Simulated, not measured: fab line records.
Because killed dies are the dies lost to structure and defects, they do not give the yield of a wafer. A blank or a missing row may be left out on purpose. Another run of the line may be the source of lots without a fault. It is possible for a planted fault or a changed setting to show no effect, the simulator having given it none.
Code-filled problem report in 8D (eight disciplines) form || flow berkeley-cmos170 || the parts of the form that need people (team, actions taken, sign-off) are left out

== 1. PROBLEM STATEMENT ==
Wafers free of any fault read 218.9 nm (standard deviation 2.5) for PWELL_NITRIDE_THK at UCB170_PWELL_THK_MEAS_06, against a mean of 183.8 nm on 6 wafers of 2 lots. Relative to the usual mean, that is a shift of -14 standard deviations.
First observed at day 7 12:44: wafer L260.1, on film-metro-03. The record holds 42 wafers of 14 lots with a number at this step. Rule for "out", or "out of limits": more than 4 standard deviations from the usual mean. The other wafers with a number count as sound.

== 2. WHAT IT IS; WHAT IT IS NOT ==
{"question": "which readings at this step", "is": "PWELL_NITRIDE_THK", "is not": "-"}
{"question": "which lots", "is": "L260, L261", "is not": "L238, L240, L241, L243, L244, L246, L247, L248, L250, L251, L252, L254"}
{"question": "which wafers of those lots", "is": "all that have a number", "is not": "-"}
{"question": "read on which gauges", "is": "film-metro-03, film-metro-04", "is not": "film-metro-01"}
{"question": "when", "is": "from day 7 12:44", "is not": "up to then (36 sound wafers)"}

== 3. WHAT RULES OUT EACH SUSPECT ==
Counting: a tool at a process step up to the reading stays a suspect if it ran every lot that is out and no sound lot after the first of them.
- the gauge at UCB170_PWELL_THK_MEAS_06 is ruled out. Those wafers that are out were read across 2 gauges (film-metro-03, film-metro-04).
- lpcvd-02 at UCB170_PWELL_CVD_05 (deposits Si3N4 from SiH2Cl2/NH3, target thk 220 nm, time 3300 s): kept. Every lot that is out went through it, starting with L260 (day 7 09:52), and after that it ran no sound lot; the last sound lot it ran before then is L252 (day 5 18:50).
After counting, what remains is lpcvd-02 at UCB170_PWELL_CVD_05.

== 4. THE CAUSE (what the simulator had put in) ==
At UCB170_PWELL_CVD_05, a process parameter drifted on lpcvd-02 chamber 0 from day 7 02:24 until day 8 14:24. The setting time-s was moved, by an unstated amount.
This tool alone remained once counting was done.

== 5. SEQUENCE OF EFFECTS, ordered by route ==
Rows list readings where the struck wafers' mean (over those with a number) sits beyond 3 standard deviations from the usual. Only readings whose record carries a usual standard deviation are examined. hours: median over the lots of the time between each lot's start at the first step of this table that gives one and its start at this step. sigmas: the change, counted in usual standard deviations.
{"hours": 0, "step": "UCB170_PWELL_THK_MEAS_06", "reading": "PWELL_NITRIDE_THK", "usual": "218.9 nm", "on struck wafers": 183.8, "change": -35.1, "sigmas": -14}
{"hours": 1, "step": "UCB170_PWELL_ETCH_14", "reading": "oes-product-au", "usual": "0.945 a.u.", "on struck wafers": 0.852, "change": -0.093, "sigmas": -6.2}
Its process steps:
- UCB170_PWELL_ETCH_14: etches Si3N4 in CH3F/Ar/O2, stops on SiO2, target depth 242 nm, time 151 s.
Readings that are blank on the struck wafers while sound wafers have them: susceptor-temp-C at UCB170_PWELL_CVD_05.
Later steps that measure or inspect, where all struck wafers having a row at the step show a number for every such reading and not one has moved that far: UCB170_ACTIVE_THK_MEAS_06, UCB170_ACTIVE_OVL_MEAS_14.

== 6. HOW IT WOULD HAVE BEEN CAUGHT EARLIER ==
The first out-of-limits reading at a measuring or inspecting step in this record came at day 7 12:44, 10 hours after the fault's start at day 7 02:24.
By day 7 12:44, every lot that is out (2) had started UCB170_PWELL_CVD_05 on lpcvd-02. Tool hold at that time: it would have spared none of them.
